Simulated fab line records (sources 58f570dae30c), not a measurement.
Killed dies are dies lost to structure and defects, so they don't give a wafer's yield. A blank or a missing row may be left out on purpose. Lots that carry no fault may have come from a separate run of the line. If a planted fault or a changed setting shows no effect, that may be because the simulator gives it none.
Which of the tools did it? + flow berkeley cmos170 + 7 lots with 21 wafers sampled at 3 steps, on a route of 331 steps

== WHAT THE GAUGES SHOWED, per wafer ==
UCB170_NWELL_TW_MEAS_16.
| lot  | measured    | on            | NWELL_TW       |
|------|-------------|---------------|----------------|
| L570 | day 3 02:44 | film metro-03 | 1254 1251 1257 |
| L572 | day 3 11:25 | film metro-03 | 1261 1258 1258 |
| L575 | day 3 23:17 | film metro-04 | 1235 1238 1232 |
| L577 | day 4 18:39 | film metro-04 | 1250 1246 1247 |
| L580 | day 5 13:02 | film metro-04 | 1235 1237 1238 |
| L582 | day 5 22:10 | film metro-03 | 1244 1249 1253 |
| L586 | day 6 13:06 | film metro-01 | 1583 1586 1586 |

== TOOL THAT RAN EACH LOT (tool first, then ch and the chambers of the sampled wafers, then the start) ==
| lot  | UCB170_ZERO_ETCH_06               | UCB170_NWELL_IMPLANT_14        |
|------|-----------------------------------|--------------------------------|
| L570 | rie diel-02 ch 1,2, day 2 12:00   | implanter-01 ch 0, day 3 02:29 |
| L572 | rie diel-04 ch 1,2,3, day 2 19:42 | implanter-04 ch 0, day 3 11:10 |
| L575 | rie diel-04 ch 0,2,3, day 3 09:52 | implanter-01 ch 0, day 3 23:02 |
| L577 | rie diel-04 ch 1,2,3, day 3 23:27 | implanter-01 ch 0, day 4 18:24 |
| L580 | rie diel-01 ch 0,1,3, day 4 20:30 | implanter-01 ch 0, day 5 12:47 |
| L582 | rie diel-01 ch 0,1,2, day 5 05:05 | implanter-04 ch 0, day 5 21:55 |
| L586 | rie diel-01 ch 0,2,3, day 5 21:10 | implanter-04 ch 0, day 6 12:34 |
- UCB170_ZERO_ETCH_06: etches SiO2 in CHF3/CF4/Ar, time 12 s.
- UCB170_NWELL_IMPLANT_14

== THE ANSWER, worked out from the rows above alone ==
Rule: usual is defined by the lots themselves. The widest of any qualifying gaps counts: lots, ordered by their means at a reading, are off when they make up no more than a third of the lots, leave a main group of 4 or more, and stand apart from it by 3 or more times the standard deviation of that group's means. Not used: any main group whose means are identical at the precision the tables above print for the reading. A lot without any number at a reading at which 4 lots or more have one is off too. All remaining lots with rows at the step are treated as sound.
Off: at UCB170_NWELL_TW_MEAS_16 (NWELL_TW), L586. The main group has a mean of 1247 with a standard deviation of 8.6.
A tool fits if, at a process step before that reading, it ran every lot that is off, and no sound lot after the first of them. Those tools and the gauges at UCB170_NWELL_TW_MEAS_16 are tried in the same way. Can't be told from this: 3 tools fit, rie diel-01 at UCB170_ZERO_ETCH_06, implanter-04 at UCB170_NWELL_IMPLANT_14, film metro-01 at UCB170_NWELL_TW_MEAS_16.

== WHAT THE SIMULATOR PUT IN ==
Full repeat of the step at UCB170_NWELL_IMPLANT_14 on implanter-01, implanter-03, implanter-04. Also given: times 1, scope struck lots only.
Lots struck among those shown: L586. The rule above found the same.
